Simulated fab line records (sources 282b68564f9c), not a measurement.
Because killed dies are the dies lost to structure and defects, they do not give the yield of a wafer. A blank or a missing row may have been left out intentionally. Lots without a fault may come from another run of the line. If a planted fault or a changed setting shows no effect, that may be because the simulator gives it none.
fab line records | flow rit-cmos
record: lots: 14 wafers: 42 last-day: 7
route steps=202 shown NWELL@36
lots with no fault: from the same line, run without faults
start-h: hours from the record's opening day to when the first of the lot's shown wafers began | wait-h: hours from the lot's prior step to this one | " repeats the value in the row above | L1.1+2: a row that stands for several wafers | - no value, or no start was given | * or withheld: withheld | < > ~ a bound
route shown NAME@n: NAME is a module with steps in the file, n the number in the route of the first one | usual: average and standard deviation across the fault-free wafers | same: alike in all rows | chamber/n: place in a boat | sites: the reading at each site | _std_site: standard deviation across them | _edge_site: mean of outer sites minus mean of inner sites | radius-mm: how far each site lies from the wafer's centre | mask NAME#n: copy n | behind: the most recent tool/chamber to have shaped the wafer | hold: what put the lot on hold/how long, in hours/how the hold closed | device: transistor that didn't switch, given as n, p or np | end of line: at the end of the route, the tests of the same wafers | a step without rows: its recipe alone | killed: count of dies lost to structure and defects at first sort (not the wafer's yield) | map: a wafer's dies, x killed, . not, _ none there
set.NAME: setting as actually run; set.NAME@STEP: the setting as run at that earlier step | model.NAME: the simulator's own value behind a step, which no gauge read
one table for each step of the route and one row for each wafer, over a sample of lots
services: the hour from which a tool's chamber was out of use, counted from the record's first day as start-h (under 0 if before that day), plus the number of hours and why
== steps ==
step: RIT_NWELL_IMPLANT_08
recipe: species: P energy-kev: 170 dose-cm2: 5e+13 tilt-deg: 7
usual: dose-ions-cm2: 5.001e+13/5.5e+10 faraday-current-uA: 159/3.2
same: implant-ion-amu: 31
columns lot.wafer tool chamber start-h wait-h dose-ions-cm2 faraday-current-uA
L512.4 implanter-02 0 21.49 0.2 4.993e+13 157
L512.5 " 0 " " 4.997e+13 157
L512.6 " 0 " " 4.987e+13 159
L513.3 implanter-03 0 28.96 0.2 4.992e+13 156
L513.5 " 0 " " 5.002e+13 159
L513.6 " 0 " " 5.005e+13 162
L514.2 implanter-02 0 31.92 0.2 4.995e+13 156
L514.4 " 0 " " 4.994e+13 159
L514.5 " 0 " " 5e+13 164
L515.1 implanter-03 0 36.43 0.2 5.006e+13 159
L515.2 " 0 " " 5.003e+13 156
L515.6 " 0 " " 5.004e+13 158
L516.2 implanter-03 0 40.80 0.2 4.995e+13 155
L516.3 " 0 " " 4.998e+13 157
L516.6 " 0 " " 5.005e+13 164
L518.2 implanter-03 0 51.37 0.2 3.108e+13 99
L518.3 " 0 " " 3.106e+13 96
L518.5 " 0 " " 3.113e+13 98
L520.1 implanter-02 0 61.82 0.2 4.995e+13 160
L520.2 " 0 " " 4.998e+13 162
L520.4 " 0 " " 4.995e+13 156
L521.2 implanter-02 0 66.67 0.2 5e+13 154
L521.3 " 0 " " 4.991e+13 159
L521.5 " 0 " " 5.002e+13 149
L522.1 implanter-03 0 71.01 0.2 3.114e+13 98
L522.4 " 0 " " 3.119e+13 97
L522.5 " 0 " " 3.108e+13 96
L527.1 implanter-02 0 97.24 0.2 4.992e+13 165
L527.3 " 0 " " 5.002e+13 156
L527.4 " 0 " " 5.008e+13 158
L529.1 implanter-02 0 105.65 0.2 4.999e+13 157
L529.3 " 0 " " 4.998e+13 161
L529.4 " 0 " " 4.997e+13 149
L531.3 implanter-02 0 118.48 0.2 4.994e+13 155
L531.5 " 0 " " 4.995e+13 162
L531.6 " 0 " " 5.004e+13 161
L534.1 implanter-03 0 130.95 0.2 4.998e+13 162
L534.2 " 0 " " 5.006e+13 160
L534.4 " 0 " " 4.998e+13 157
L535.4 implanter-02 0 137.31 0.2 5.005e+13 154
L535.5 " 0 " " 4.995e+13 162
L535.6 " 0 " " 4.998e+13 158
step: RIT_NWELL_TW_MEAS_10
usual: NWELL_TW: 2149/24
columns lot.wafer tool chamber start-h wait-h NWELL_TW
L512.4 film-metro-02 - 21.77 0.1 2120
L512.5 " - " " 2114
L512.6 " - " " 2112
L513.3 film-metro-04 - 29.25 0.1 2138
L513.5 " - " " 2152
L513.6 " - " " 2139
L514.2 film-metro-01 - 32.23 0.1 2182
L514.4 " - " " 2180
L514.5 " - " " 2176
L515.1 film-metro-01 - 36.75 0.1 2173
L515.2 " - " " 2174
L515.6 " - " " 2178
L516.2 film-metro-01 - 41.11 0.1 2188
L516.3 " - " " 2166
L516.6 " - " " 2171
L518.2 film-metro-01 - 51.68 0.1 1870
L518.3 " - " " 1861
L518.5 " - " " 1854
L520.1 film-metro-01 - 62.15 0.1 2167
L520.2 " - " " 2160
L520.4 " - " " 2164
L521.2 film-metro-01 - 66.98 0.1 2175
L521.3 " - " " 2167
L521.5 " - " " 2169
L522.1 film-metro-02 - 71.33 0.1 1817
L522.4 " - " " 1824
L522.5 " - " " 1821
L527.1 film-metro-04 - 97.57 0.1 2145
L527.3 " - " " 2144
L527.4 " - " " 2141
L529.1 film-metro-04 - 105.97 0.1 2150
L529.3 " - " " 2139
L529.4 " - " " 2143
L531.3 film-metro-02 - 118.78 0.1 2109
L531.5 " - " " 2107
L531.6 " - " " 2116
L534.1 film-metro-02 - 131.27 0.1 2119
L534.2 " - " " 2135
L534.4 " - " " 2120
L535.4 film-metro-04 - 137.59 0.1 2156
L535.5 " - " " 2152
L535.6 " - " " 2155
step: RIT_WELLDRIVE_RS_MEAS_01
recipe: thk-meas-gauge: four-point-probe
usual: NWELL_RS: 275.2/0.77
columns lot.wafer tool chamber start-h wait-h NWELL_RS[ohm/sq]
L512.4 film-metro-01 - 29.56 0.1 275.8
L512.5 " - " " 276.4
L512.6 " - " " 275.7
L513.3 film-metro-04 - 35.97 0.0 276.2
L513.5 " - " " 275.6
L513.6 " - " " 275.9
L514.2 film-metro-04 - 39.43 0.0 275.3
L514.4 " - " " 275.5
L514.5 " - " " 274.6
L515.1 film-metro-02 - 43.57 0.0 276.5
L515.2 " - " " 275.8
L515.6 " - " " 275.7
L516.2 film-metro-04 - 47.94 0.0 275.0
L516.3 " - " " 274.2
L516.6 " - " " 274.8
L518.2 film-metro-02 - 58.51 0.0 367.2
L518.3 " - " " 369.4
L518.5 " - " " 369.5
L520.1 film-metro-02 - 68.85 0.0 275.1
L520.2 " - " " 274.8
L520.4 " - " " 275.7
L521.2 film-metro-02 - 73.74 0.0 275.5
L521.3 " - " " 274.5
L521.5 " - " " 275.0
L522.1 film-metro-04 - 78.57 0.0 368.3
L522.4 " - " " 368.3
L522.5 " - " " 370.0
L527.1 film-metro-01 - 104.38 0.0 276.2
L527.3 " - " " 276.8
L527.4 " - " " 276.6
L529.1 film-metro-02 - 113.40 0.0 275.2
L529.3 " - " " 275.2
L529.4 " - " " 275.1
L531.3 film-metro-04 - 125.62 0.0 275.5
L531.5 " - " " 275.1
L531.6 " - " " 276.5
L534.1 film-metro-01 - 138.10 0.0 275.3
L534.2 " - " " 275.2
L534.4 " - " " 275.5
L535.4 film-metro-04 - 144.32 0.1 274.6
L535.5 " - " " 273.0
L535.6 " - " " 273.6
== services ==
columns tool chamber start-h hours kind
implanter-02 - 12.54 3.6 repair
implanter-03 - 86.57 2.8 repair
implanter-02 - 98.49 0.9 repair
implanter-02 - 109.12 0.7 repair
== key ==
first-sign: step: RIT_NWELL_IMPLANT_08 reading: dose-ions-cm2 direction: down sigmas: 99+ usual: 5.001e+13 struck: 3.111e+13
effect: step: RIT_NWELL_IMPLANT_08 reading: faraday-current-uA direction: down sigmas: 19 usual: 159 struck: 97
effect: step: RIT_NWELL_TW_MEAS_10 reading: NWELL_TW direction: down sigmas: 13 usual: 2149 struck: 1841
effect: step: RIT_WELLDRIVE_RS_MEAS_01 reading: NWELL_RS direction: up sigmas: 99+ usual: 275.2 struck: 368.8
met-at RIT_NWELL_IMPLANT_08
struck-lots L518,L522
tester-left-out L518,L522
onset-between 40.80 51.37
fault: kind: process-parameter-drift tool: implanter-03 chamber: - onset-h: 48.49 steps: RIT_NWELL_IMPLANT_08 channel: dose-cm2 offset: -1.8951e+13 shape: step end-h: 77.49 acts-in: these-recipes-only stated: 5e+13
tester-left-out: of these lots the tester's yield and bins aren't shown, on N5 and GAA mostly nor the transistor test; their killed dies are dies lost to structure and defects alone, not to doping, threshold or leakage, so they don't give the yield
